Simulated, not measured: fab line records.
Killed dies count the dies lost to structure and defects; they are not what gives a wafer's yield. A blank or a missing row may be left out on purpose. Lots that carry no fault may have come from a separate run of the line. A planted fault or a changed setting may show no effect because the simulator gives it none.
One fault through the eyes of 2 desks + flow rit-cmos + every desk sees just its own numbers, and what lay behind them comes last

== FROM THE METROLOGY DESK ==
Means of the sampled wafers that have a number, per lot and without regard to the tool the lot ran on: this is what the gauges read. Marked OUT: a lot whose mean sits more than 4 standard deviations from the usual mean, which makes it out of limits; the brackets give that distance.
Columns: A = SPACER_NITRIDE_THK at RIT_SPACER_THK_MEAS_04, usual 247.8 nm
| lot  | first seen here | A               |
|------|-----------------|-----------------|
| L291 | day 2 21:56     | 247.9           |
| L292 | day 3 03:34     | 247.2           |
| L293 | day 3 08:20     | 250.0           |
| L294 | day 3 12:58     | 250.8           |
| L295 | day 3 16:50     | 245.1           |
| L296 | day 3 23:25     | 249.2           |
| L297 | day 4 03:20     | 246.7           |
| L298 | day 4 09:32     | 248.9           |
| L302 | day 5 04:28     | 249.8           |
| L305 | day 5 21:46     | 333.7 (+33) OUT |
| L306 | day 6 04:34     | 332.6 (+33) OUT |
| L309 | day 6 15:28     | 247.1           |
| L310 | day 6 22:10     | 244.4           |
This desk's finding: out of limits on L305, L306; first on L305, day 5 21:46 (SPACER_NITRIDE_THK at RIT_SPACER_THK_MEAS_04). L291, L292, L293, L294, L295, L296, L297, L298, L302, L309, L310 stayed within limits.

== DESK OF THE TOOL OWNER: lpcvd-02 ==
The tool's own readings at RIT_SPACER_CVD_03 (deposits Si3N4 from SiH2Cl2/NH3, target thk 250 nm, time 3300 s): means of the sampled wafers that have a number, for each lot that ran on this tool. Marked OUT: a lot whose mean sits more than 4 standard deviations from the usual mean, which makes it out of limits; the brackets give that distance.
Columns: A = nh3-flow-sccm at RIT_SPACER_CVD_03, usual 150.0 sccm; B = susceptor-temp-C at RIT_SPACER_CVD_03, usual 810.0 C; C = zone-power-load-pct at RIT_SPACER_CVD_03, usual 19.4 %
| lot  | first seen here | A                       | B     | C    |
|------|-----------------|-------------------------|-------|------|
| L291 | day 2 20:00     | 150.1                   | 810.0 | 18.0 |
| L292 | day 3 01:38     | 149.6                   | 810.3 | 17.8 |
| L295 | day 3 14:55     | 150.0                   | 809.9 | 18.0 |
| L302 | day 5 02:34     | 150.5                   | 810.0 | 18.4 |
| L305 | day 5 19:51     | 225.1 (+99 or more) OUT | 809.9 | 18.1 |
| L306 | day 6 02:40     | 225.2 (+99 or more) OUT | 810.5 | 18.0 |
Finding of this desk: L305, L306 out of limits; the first was L305 at day 5 19:51, on nh3-flow-sccm at RIT_SPACER_CVD_03. L291, L292, L295, L302 stayed within limits.

== ALL TOGETHER ==
An alarm could have come from the tool owner's desk at day 5 19:51, on L305, L306.
An alarm was possible from the metrology desk at day 5 21:46, on L305, L306.
All the named lots went through RIT_SPACER_CVD_03 on lpcvd-02.

== WHAT HAD BEEN PUT IN BY THE SIMULATOR ==
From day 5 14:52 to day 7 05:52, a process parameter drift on lpcvd-02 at RIT_SPACER_CVD_03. A move of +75 in setting nh3-flow-sccm, from 150. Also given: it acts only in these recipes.
Lots struck among those shown: L305, L306.
Counting hours from when the fault started, the first reading out of limits came at 5 for the tool owner's desk and at 7 for the metrology desk.
